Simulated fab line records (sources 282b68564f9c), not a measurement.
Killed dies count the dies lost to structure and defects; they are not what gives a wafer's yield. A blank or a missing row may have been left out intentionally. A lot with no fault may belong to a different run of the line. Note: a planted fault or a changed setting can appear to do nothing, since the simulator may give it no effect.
Shared-tool check	flow rit_cmos	Sampled: 14 lots, 42 wafers

== WHAT PROMPTED THE OPENING ==
RIT_NRETRO_TW_MEAS_10, reading NRETRO_TW: flagged on 2 of 14 lots. Wafers without a fault read 1046, standard deviation 6.4.
Rule: a lot is flagged when every wafer of it that has a number lies more than 4 standard deviations from that mean, or none has a number. As for the other lots, they are considered sound.

lot	measured	on	NRETRO_TW, wafer by wafer	flag
L480	day 2 10:52	film_metro-01	1039 1040 1041	
L481	day 2 16:19	film_metro-01	1043 1039 1042	
L482	day 2 22:13	film_metro-02	1053 1059 1057	
L483	day 3 02:16	film_metro-01	1047 1037 1036	
L484	day 3 07:12	film_metro-03	1040 1040 1042	
L486	day 3 17:58	film_metro-01	1034 1046 1041	
L487	day 3 22:35	film_metro-03	1042 1041 1040	
L489	day 4 07:44	film_metro-01	1047 1048 1047	
L490	day 4 13:07	film_metro-03	1048 1047 1041	
L491	day 4 18:35	film_metro-02	1046 1048 1057	
L494	day 5 08:26	film_metro-02	1050 1049 1048	
L498	day 6 05:43	film_metro-03	934 935 929	FLAGGED
L499	day 6 11:03	film_metro-03	939 933 935	FLAGGED
L500	day 6 16:02	film_metro-01	1044 1045 1046	
On average the flagged lots' numbers are 934, which is -112 against the usual, or -17 standard deviations.

== WHICH TOOL RAN EACH LOT ==
The record keeps 1 process step preceding the reading, out of 202 steps on the route. Every cell lists first the tool, next ch and the chambers used by the sampled wafers, and last the start.
lot	flag	RIT_NRETRO_IMPLANT_08
L480		implanter-04 ch 0, day 2 10:32
L481		implanter-01 ch 0, day 2 15:59
L482		implanter-04 ch 0, day 2 21:54
L483		implanter-04 ch 0, day 3 01:56
L484		implanter-04 ch 0, day 3 06:55
L486		implanter-02 ch 0, day 3 17:39
L487		implanter-01 ch 0, day 3 22:16
L489		implanter-02 ch 0, day 4 07:26
L490		implanter-02 ch 0, day 4 12:50
L491		implanter-04 ch 0, day 4 18:17
L494		implanter-01 ch 0, day 5 08:08
L498	FLAGGED	implanter-02 ch 0, day 6 05:23
L499	FLAGGED	implanter-02 ch 0, day 6 10:43
L500		implanter-01 ch 0, day 6 15:44
What is done by these steps:
- RIT_NRETRO_IMPLANT_08
- RIT_NRETRO_TW_MEAS_10

== FLAGGED AGAINST TOTAL, ONE TOOL AT A TIME (gauges that did the reading follow at the end) ==
step	tool	lots run	flagged	share of the flagged lots	sound lots run after its first flagged lot
RIT_NRETRO_IMPLANT_08	implanter-01	4	0	none	-
RIT_NRETRO_IMPLANT_08	implanter-02	5	2	all	0
RIT_NRETRO_IMPLANT_08	implanter-04	5	0	none	-
RIT_NRETRO_TW_MEAS_10	film_metro-01	6	0	none	-
RIT_NRETRO_TW_MEAS_10	film_metro-02	3	0	none	-
RIT_NRETRO_TW_MEAS_10	film_metro-03	5	2	all	0

== THE TABLE: WHAT IT ALLOWS ==
2 rows of the table ran every flagged lot: implanter-02 at RIT_NRETRO_IMPLANT_08, film_metro-03 at RIT_NRETRO_TW_MEAS_10.
- implanter-02 at RIT_NRETRO_IMPLANT_08: 2 of its 5 lots flagged. Its last sound lot is L490 (day 4 12:50), its first flagged lot L498 (day 6 05:23): a fault that began between those two fits. Its own readings lie more than 4 standard deviations out on every wafer of the flagged lots: beam_energy_keV.
- film_metro-03 at RIT_NRETRO_TW_MEAS_10: 2 of its 5 lots flagged. Its last sound lot is L490 (day 4 13:07), its first flagged lot L498 (day 6 05:43): a fault that began between those two fits.
A lot count leaves these 2 tools indistinguishable: every one of them fits a fault beginning at some hour. More lots, or a look at what each step does to the wafer, might.

== WHAT HAD BEEN PUT IN BY THE SIMULATOR ==
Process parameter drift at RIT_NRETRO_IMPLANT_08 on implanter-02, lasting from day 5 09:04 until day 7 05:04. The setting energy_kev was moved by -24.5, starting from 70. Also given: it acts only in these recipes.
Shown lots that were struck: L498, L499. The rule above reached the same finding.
